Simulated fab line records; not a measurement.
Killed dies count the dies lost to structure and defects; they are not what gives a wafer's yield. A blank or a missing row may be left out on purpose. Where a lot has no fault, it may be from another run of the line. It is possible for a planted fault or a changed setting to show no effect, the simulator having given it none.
Matching of chambers    flow rit-cmos    RIT_CONTACT_ETCH_11 on rie-diel-02: 4 sister chambers
The step etches SiO2 in CHF3/CF4/Ar, stops on TiSi2, target depth 480 nm, time 320 s. 4 wafers are shown with their chamber, then 7 later ones without.

## WAFERS WITH THEIR CHAMBER
wafer   chamber  drypump-motor-current-A (A)
L431.1  1        5.7
L431.6  0        6.5
L432.2  3        6.1
L432.4  2        5.7

## WAFERS WITH NO CHAMBER GIVEN
wafer   drypump-motor-current-A (A)
L432.5  6.1
L433.1  5.7
L433.3  6.5
L433.6  5.7
L435.1  6.6
L435.3  5.7
L435.4  6.1

## CHAMBER TAKEN BY EACH
wafer   from the rows above      in truth
L432.5  3                        3
L433.1  can't be placed: 1 or 2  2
L433.3  0                        0
L433.6  can't be placed: 1 or 2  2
L435.1  0                        0
L435.3  can't be placed: 1 or 2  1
L435.4  3                        3
Correctly placed: 4 of 7. Can't be placed from these rows: 3 (the true chamber is among the candidates in 3). Placed wrongly: 0.
How it was worked out, from the rows above alone: a wafer's distance from a chamber is the root of the sum, over the readings, of the square of ((its reading less the chamber's mean) divided by the reading's scatter). If the next closest chamber is less than 2 further off than the closest, the wafer can't be placed; otherwise it belongs to the closest. The mean given for a chamber averages the wafers shown for that chamber. The scatter: root of mean squared gap, hidden wafer to nearest shown wafer, with one shown wafer a chamber.
